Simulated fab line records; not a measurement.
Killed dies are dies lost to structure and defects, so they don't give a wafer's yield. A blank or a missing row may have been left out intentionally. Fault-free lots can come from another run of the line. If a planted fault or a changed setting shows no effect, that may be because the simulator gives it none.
A lot that was struck, set against a sound lot | flow rit cmos | 17 steps out of a route of 202
Sound: these wafers, L351.3, L351.4, L351.6. Wafers struck: L366.2, L366.3, L366.5. The cause is given at the end.
For every step that has rows: the tool of each side, followed by ch and its chambers, followed by its first start. Under that, the readings that differ: sound wafers | struck wafers | difference of the means | sigmas: that difference in standard deviations of wafers without a fault.
alike: same words and numbers on both sides, and readings whose means sit less than 2 such deviations apart. not compared: any withheld reading, any reading some wafer has no value for, any bound like >300 that may hide the same value, and any number with overlapping values for which the record gives no deviation.
A row with sigmas, a row that says differs or no value, or rows on one side alone: a step with any of these is where the two part. When numbers do not overlap yet have no deviation, they are printed without sigmas and do not part them. A reading that every wafer of one side lacks parts them only if that side has two wafers or more.

RIT_M1_SPUTTER_00: material Al, target thk 400 nm, time 500 s.
  sound: pvd sputter-03 at day 3 20:01; struck: pvd sputter-02 at day 6 22:19
  reading                | sound          | struck         | difference | sigmas
  throttle valve pct (%) | 29.1 28.9 29.8 | 31.2 31.0 31.0 | +1.8       | +2
RIT_M1_RS_MEAS_01: measurement is done with a four-point probe.
  sound: film metro-04 at day 3 20:20; struck: film metro-01 at day 6 22:38
  alike: M1_AL_RS
RIT_M1_THK_MEAS_02: measures by xrf.
  sound: film metro-04 at day 3 20:26; struck: film metro-01 at day 6 22:44
  alike: M1_AL_THK
then, 6 steps without rows for these wafers: RIT_M1_HMDS_03 (prime time 60 s); RIT_M1_COAT_04 (resist thk 1300 nm); RIT_M1_SOFTBAKE_05 (time 60 s); RIT_M1_EXPOSE_06 (exposes mask M12, target cd 2600 nm); RIT_M1_PEB_07; RIT_M1_DEVELOP_08 (develop time 68 s).
RIT_M1_CD_MEAS_09: target cd 2600 nm.
  sound: cd sem-01 at day 3 21:32; struck: cd sem-02 at day 6 23:49
  alike: cd nm
RIT_M1_OVL_MEAS_10:
  sound: overlay-02 at day 3 21:37; struck: overlay-01 at day 6 23:55
  alike: M1_OVL
then, 1 step without rows for these wafers: RIT_M1_HARDBAKE_11 (time 120 s).
RIT_M1_METAL_ETCH_12: etches Al in Cl2/BCl3, stops on SiO2, time 165 s, target depth 600 nm.
  sound on rie metal-03 ch 0,1, day 3 22:04; struck on rie metal-03 ch 0,1, day 7 00:12
  reading                                  | sound             | struck                  | difference | sigmas
  oes product au (a.u.)                    | 0.778 0.772 0.780 | 0.671 0.666 0.670       | -0.108     | -8
  over etch frac                           | 0.5 0.5 0.5       | 0.95014 0.95014 0.95014 | +0.45014   |
  model.NOVOLAK_of_M1_COAT_04.thk nm (nm)  | 814.2 807.2 808.3 | 708.6 700.4 718.6       | -100.7     |
  model.SiO2_of_CONTACT_CVD_00.thk nm (nm) | 358.4 365.9 366.6 | 350.8 350.3 352.7       | -12.4      |
  model.M1.feature depth nm (nm)           | 432.4 433.9 435.8 | 442.6 441.6 442.3       | +8.1       |
  alike: bcl3 flow sccm, drypump motor current A, throttle valve pct
  not compared: rf hours counter h
then, 1 step without rows for these wafers: RIT_M1_STRIP_13 (strips in nmp, time 600 s).
RIT_M1_STRIP_14: strips in O2, time 180 s.
  sound on plasma asher-03 ch 0,1, day 3 22:25; struck on plasma asher-01 ch 0, day 7 00:32
  alike: drypump motor current A
  not compared: rf hours counter h
RIT_M1_CD_MEAS_90: target cd 2600 nm.
  sound: cd sem-02 at day 3 22:34; struck: cd sem-02 at day 7 00:44
  alike: cd nm
  not compared: hold
RIT_M1_PROBE_99:
  sound: prober-02 at day 4 01:40; struck: prober-02 at day 7 03:58
  reading                               | sound                       | struck                     | difference | sigmas
  model.etest.antenna m1.vt shift v (V) | -0.006812 -0.01455 -0.01073 | -0.02221 -0.01989 -0.02075 | -0.01025   |
  alike: defect limited yield, killed at front end, killed dies, killed open, killed short, sort_bin_3_pad_short, sort_bin_5_function, sort_bin_6_memory, sort n pass, sort yield pct

## WHERE THEY PART
Earliest at RIT_M1_SPUTTER_00; latest, in this record, at RIT_M1_METAL_ETCH_12. Later steps at which nothing parts them and some readings are alike: RIT_M1_STRIP_14, RIT_M1_CD_MEAS_90, RIT_M1_PROBE_99.

WHY: the cause the simulator had injected
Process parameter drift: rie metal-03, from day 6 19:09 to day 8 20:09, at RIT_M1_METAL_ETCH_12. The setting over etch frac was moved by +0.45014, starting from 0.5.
